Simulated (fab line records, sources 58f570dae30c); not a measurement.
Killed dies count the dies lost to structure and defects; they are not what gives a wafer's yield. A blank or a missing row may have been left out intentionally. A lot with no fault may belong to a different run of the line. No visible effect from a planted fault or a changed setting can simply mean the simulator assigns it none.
Which tool is to blame? :: flow berkeley-cmos170 :: 42 wafers from 14 lots sampled at 5 of the route's 331 steps

WHAT EACH GAUGE READ, for each wafer
UCB170_GATE_THK_MEAS_02. Usual: for GATE_OXIDE_THK the level is 6.61 nm and the standard deviation is 0.11.
lot: L205
measured: day 7 18:07
on: film-metro-02
GATE_OXIDE_THK (nm): 6.49 6.60 6.54
flag: 

lot: L206
measured: day 7 18:10
on: film-metro-02
GATE_OXIDE_THK (nm): 6.65 6.59 6.61
flag: 

lot: L209
measured: day 8 06:22
on: film-metro-01
GATE_OXIDE_THK (nm): 6.37 6.63 6.36
flag: 

lot: L210
measured: day 8 17:11
on: film-metro-02
GATE_OXIDE_THK (nm): 6.55 6.74 6.65
flag: 

lot: L211
measured: day 8 17:12
on: film-metro-03
GATE_OXIDE_THK (nm): 6.57 6.59 6.72
flag: 

lot: L212
measured: day 8 17:15
on: film-metro-03
GATE_OXIDE_THK (nm): 6.52 6.50 6.49
flag: 

lot: L213
measured: day 9 04:35
on: film-metro-03
GATE_OXIDE_THK (nm): 8.26 8.04 7.89
flag: OFF

lot: L214
measured: day 9 04:34
on: film-metro-01
GATE_OXIDE_THK (nm): 6.89 6.93 7.25
flag: OFF

lot: L215
measured: day 9 09:39
on: film-metro-03
GATE_OXIDE_THK (nm): 6.70 6.65 6.67
flag: 

lot: L222
measured: day 10 10:16
on: film-metro-01
GATE_OXIDE_THK (nm): 6.44 6.55 6.50
flag: 

lot: L223
measured: day 11 04:28
on: film-metro-02
GATE_OXIDE_THK (nm): 6.49 6.70 6.73
flag: 

lot: L225
measured: day 11 04:27
on: film-metro-01
GATE_OXIDE_THK (nm): 6.62 6.60 6.51
flag: 

lot: L226
measured: day 11 14:59
on: film-metro-02
GATE_OXIDE_THK (nm): 6.68 6.88 6.67
flag: 

lot: L227
measured: day 11 14:59
on: film-metro-03
GATE_OXIDE_THK (nm): 6.51 6.47 6.58
flag: 

UCB170_M2_OVL_MEAS_16. Usual: for M2_OVL the level is -1 nm and the standard deviation is 5.3.
lot: L205
measured: day 9 14:04
on: overlay-02
M2_OVL (nm): 4 5 2
flag: 

lot: L206
measured: day 9 16:19
on: overlay-01
M2_OVL (nm): 8 2 5
flag: 

lot: L209
measured: day 10 00:22
on: overlay-02
M2_OVL (nm): -1 4 8
flag: 

lot: L210
measured: day 10 16:31
on: overlay-01
M2_OVL (nm): -10 -10 -5
flag: 

lot: L211
measured: day 10 12:19
on: overlay-01
M2_OVL (nm): -4 -10 -8
flag: 

lot: L212
measured: day 10 15:51
on: overlay-02
M2_OVL (nm): 3 4 7
flag: 

lot: L213
measured: day 10 19:54
on: overlay-01
M2_OVL (nm): 5 -2 5
flag: 

lot: L214
measured: day 11 00:15
on: overlay-02
M2_OVL (nm): 6 -5 2
flag: 

lot: L215
measured: day 11 06:07
on: overlay-01
M2_OVL (nm): -2 4 -3
flag: 

lot: L222
measured: day 12 02:50
on: overlay-01
M2_OVL (nm): -3 -10 -7
flag: 

lot: L223
measured: day 13 01:18
on: overlay-02
M2_OVL (nm): -3 -4 -11
flag: 

lot: L225
measured: day 13 01:34
on: overlay-01
M2_OVL (nm): 1 1 -1
flag: 

lot: L226
measured: day 13 09:40
on: overlay-01
M2_OVL (nm): -5 -9 -7
flag: 

lot: L227
measured: day 13 08:25
on: overlay-02
M2_OVL (nm): -3 -1 3
flag: 

UCB170_M3_OVL_MEAS_16. Usual: for M3_OVL the level is 0 nm and the standard deviation is 6.1.
lot: L205
measured: day 9 20:13
on: overlay-01
M3_OVL (nm): 2 8 0
flag: 

lot: L206
measured: day 9 22:10
on: overlay-02
M3_OVL (nm): -13 0 -6
flag: 

lot: L209
measured: day 10 05:12
on: overlay-02
M3_OVL (nm): 7 11 13
flag: 

lot: L210
measured: day 10 22:07
on: overlay-02
M3_OVL (nm): -12 -5 -4
flag: 

lot: L211
measured: day 10 18:48
on: overlay-01
M3_OVL (nm): 7 5 2
flag: 

lot: L212
measured: day 10 20:40
on: overlay-01
M3_OVL (nm): -3 -2 -1
flag: 

lot: L213
measured: day 11 01:34
on: overlay-02
M3_OVL (nm): 0 -2 0
flag: 

lot: L214
measured: day 11 05:44
on: overlay-02
M3_OVL (nm): -7 1 2
flag: 

lot: L215
measured: day 11 11:23
on: overlay-02
M3_OVL (nm): -2 -2 0
flag: 

lot: L222
measured: day 12 07:58
on: overlay-02
M3_OVL (nm): 2 -2 0
flag: 

lot: L223
measured: day 13 07:39
on: overlay-01
M3_OVL (nm): -8 -6 -2
flag: 

lot: L225
measured: day 13 08:41
on: overlay-01
M3_OVL (nm): -3 -16 -1
flag: 

lot: L226
measured: day 13 14:47
on: overlay-02
M3_OVL (nm): 6 7 12
flag: 

lot: L227
measured: day 13 13:54
on: overlay-02
M3_OVL (nm): 7 8 12
flag: 

WHICH TOOL RAN EACH LOT (tool, then ch and the chambers of the sampled wafers, then the start)
lot: L205
UCB170_GATE_OXIDATION_01: furnace-02 ch 0, day 7 16:37
UCB170_V2_ETCH_14: rie-diel-04 ch 0,1,3, day 9 16:47

lot: L206
UCB170_GATE_OXIDATION_01: furnace-02 ch 0, day 7 16:37
UCB170_V2_ETCH_14: rie-diel-02 ch 1,2,3, day 9 19:11

lot: L209
UCB170_GATE_OXIDATION_01: furnace-01 ch 0, day 8 04:52
UCB170_V2_ETCH_14: rie-diel-02 ch 0,3, day 10 02:43

lot: L210
UCB170_GATE_OXIDATION_01: furnace-01 ch 0, day 8 15:41
UCB170_V2_ETCH_14: rie-diel-03 ch 0,1, day 10 19:07

lot: L211
UCB170_GATE_OXIDATION_01: furnace-01 ch 0, day 8 15:41
UCB170_V2_ETCH_14: rie-diel-02 ch 0,3, day 10 16:10

lot: L212
UCB170_GATE_OXIDATION_01: furnace-01 ch 0, day 8 15:41
UCB170_V2_ETCH_14: rie-diel-02 ch 0,1,3, day 10 18:13

lot: L213
UCB170_GATE_OXIDATION_01: furnace-01 ch 0, day 9 03:04
UCB170_V2_ETCH_14: rie-diel-02 ch 0,2,3, day 10 22:37

lot: L214
UCB170_GATE_OXIDATION_01: furnace-01 ch 0, day 9 03:04
UCB170_V2_ETCH_14: rie-diel-02 ch 0,2,3, day 11 02:56

lot: L215
UCB170_GATE_OXIDATION_01: furnace-02 ch 0, day 9 08:05
UCB170_V2_ETCH_14: rie-diel-04 ch 0,2, day 11 08:50

lot: L222
UCB170_GATE_OXIDATION_01: furnace-04 ch 0, day 10 08:45
UCB170_V2_ETCH_14: rie-diel-02 ch 0,1,2, day 12 05:32

lot: L223
UCB170_GATE_OXIDATION_01: furnace-02 ch 0, day 11 02:57
UCB170_V2_ETCH_14: rie-diel-03 ch 1,2, day 13 03:42

lot: L225
UCB170_GATE_OXIDATION_01: furnace-02 ch 0, day 11 02:57
UCB170_V2_ETCH_14: rie-diel-02 ch 0,1,3, day 13 04:06

lot: L226
UCB170_GATE_OXIDATION_01: furnace-02 ch 0, day 11 13:29
UCB170_V2_ETCH_14: rie-diel-04 ch 0,3, day 13 12:10

lot: L227
UCB170_GATE_OXIDATION_01: furnace-02 ch 0, day 11 13:29
UCB170_V2_ETCH_14: rie-diel-03 ch 1,2, day 13 10:56
- UCB170_GATE_OXIDATION_01: target thk 6.6 nm, ox time 1800 s.
- UCB170_V2_ETCH_14: etches SiO2 in CHF3/CF4/Ar, stops on Al, target depth 1250 nm, time 291 s.

WHAT THE TOOLS THEMSELVES READ (means of the sampled wafers that have a number; where no wafer has one, the mark that the record gives instead)
UCB170_GATE_OXIDATION_01. Usual: spike-tc-centre-C 852.4 C, standard deviation 0.99; zone-power-centre-pct 41.4 %, standard deviation 1.2.
lot: L205
tool: furnace-02
spike-tc-centre-C (C): 852.8
zone-power-centre-pct (%): 40.7
flag: 

lot: L206
tool: furnace-02
spike-tc-centre-C (C): 852.3
zone-power-centre-pct (%): 41.3
flag: 

lot: L209
tool: furnace-01
spike-tc-centre-C (C): 852.2
zone-power-centre-pct (%): 43.0
flag: 

lot: L210
tool: furnace-01
spike-tc-centre-C (C): 853.0
zone-power-centre-pct (%): 43.8
flag: 

lot: L211
tool: furnace-01
spike-tc-centre-C (C): 853.0
zone-power-centre-pct (%): 43.1
flag: 

lot: L212
tool: furnace-01
spike-tc-centre-C (C): 851.5
zone-power-centre-pct (%): 43.2
flag: 

lot: L213
tool: furnace-01
spike-tc-centre-C (C): 880.8
zone-power-centre-pct (%): 54.8
flag: OFF

lot: L214
tool: furnace-01
spike-tc-centre-C (C): 880.0
zone-power-centre-pct (%): 55.1
flag: OFF

lot: L215
tool: furnace-02
spike-tc-centre-C (C): 853.2
zone-power-centre-pct (%): 41.2
flag: 

lot: L222
tool: furnace-04
spike-tc-centre-C (C): 852.8
zone-power-centre-pct (%): 39.8
flag: 

lot: L223
tool: furnace-02
spike-tc-centre-C (C): 852.7
zone-power-centre-pct (%): 41.0
flag: 

lot: L225
tool: furnace-02
spike-tc-centre-C (C): 853.0
zone-power-centre-pct (%): 40.7
flag: 

lot: L226
tool: furnace-02
spike-tc-centre-C (C): 853.0
zone-power-centre-pct (%): 41.2
flag: 

lot: L227
tool: furnace-02
spike-tc-centre-C (C): 851.9
zone-power-centre-pct (%): 41.0
flag: 

UCB170_V2_ETCH_14. Usual: drypump-motor-current-A 5.7 A, standard deviation 0.42; oes-product-au 0.872 a.u., standard deviation 0.014; throttle-valve-pct 6.99 %, standard deviation 0.078.
lot: L205
tool: rie-diel-04
drypump-motor-current-A (A): 5.7
oes-product-au (a.u.): 0.866
throttle-valve-pct (%): 6.92
flag: 

lot: L206
tool: rie-diel-02
drypump-motor-current-A (A): 5.4
oes-product-au (a.u.): 0.870
throttle-valve-pct (%): 7.05
flag: 

lot: L209
tool: rie-diel-02
drypump-motor-current-A (A): 5.9
oes-product-au (a.u.): 0.873
throttle-valve-pct (%): 6.98
flag: 

lot: L210
tool: rie-diel-03
drypump-motor-current-A (A): 6.0
oes-product-au (a.u.): 0.854
throttle-valve-pct (%): 7.08
flag: 

lot: L211
tool: rie-diel-02
drypump-motor-current-A (A): 5.9
oes-product-au (a.u.): 0.874
throttle-valve-pct (%): 6.99
flag: 

lot: L212
tool: rie-diel-02
drypump-motor-current-A (A): 5.8
oes-product-au (a.u.): 0.878
throttle-valve-pct (%): 6.98
flag: 

lot: L213
tool: rie-diel-02
drypump-motor-current-A (A): 5.8
oes-product-au (a.u.): 0.878
throttle-valve-pct (%): 7.01
flag: 

lot: L214
tool: rie-diel-02
drypump-motor-current-A (A): 5.8
oes-product-au (a.u.): 0.874
throttle-valve-pct (%): 7.00
flag: 

lot: L215
tool: rie-diel-04
drypump-motor-current-A (A): 5.8
oes-product-au (a.u.): 0.878
throttle-valve-pct (%): 7.05
flag: 

lot: L222
tool: rie-diel-02
drypump-motor-current-A (A): 5.7
oes-product-au (a.u.): 0.877
throttle-valve-pct (%): 6.99
flag: 

lot: L223
tool: rie-diel-03
drypump-motor-current-A (A): 5.4
oes-product-au (a.u.): 0.851
throttle-valve-pct (%): 7.05
flag: 

lot: L225
tool: rie-diel-02
drypump-motor-current-A (A): 5.7
oes-product-au (a.u.): 0.879
throttle-valve-pct (%): 6.97
flag: 

lot: L226
tool: rie-diel-04
drypump-motor-current-A (A): 5.4
oes-product-au (a.u.): 0.867
throttle-valve-pct (%): 6.92
flag: 

lot: L227
tool: rie-diel-03
drypump-motor-current-A (A): 5.8
oes-product-au (a.u.): 0.855
throttle-valve-pct (%): 7.08
flag: 

THE ANSWER, worked out from the rows above alone
Rule: take the mean of a lot's wafers that have a number; if it is more than 3 standard deviations from the usual mean, the lot is off. Also off: a lot with no number at a reading for which 4 or more lots have one. Any other lot the step has rows for is counted as sound. After the gauges, taken in route order, come the tools' own readings; for these a lot's mean is taken, as printed above. The first step at which some lot is off is used, and at that step the reading that is off furthest; a lot without a number counts as furthest.
Off: L213, L214, seen at UCB170_GATE_THK_MEAS_02 (GATE_OXIDE_THK).
A tool fits if, at a process step before that reading, it ran every lot that is off, and no sound lot after the first of them. Not tried: the gauges at UCB170_GATE_THK_MEAS_02; whatever is off there is also off at UCB170_GATE_OXIDATION_01, on other tools, and gauge error can't account for it. One fits: furnace-01 at UCB170_GATE_OXIDATION_01. Its last sound lot is L210 (day 8 15:41), its first lot that is off L213 (day 9 03:04): a fault that began between those two fits.
The tool's own readings at UCB170_GATE_OXIDATION_01 bear it out: on the lots that are off they differ by more than 5 times the standard deviation of the sound lots' means. spike-tc-centre-C reads 880.4 C there against 852.6 C on the sound lots; zone-power-centre-pct reads 55.0 % there against 41.7 % on the sound lots.

WHAT THE SIMULATOR PUT IN
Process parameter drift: furnace-01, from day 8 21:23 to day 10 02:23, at UCB170_GATE_OXIDATION_01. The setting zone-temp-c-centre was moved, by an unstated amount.
Shown lots that were struck: L214, L213. The same result came from the rule above.
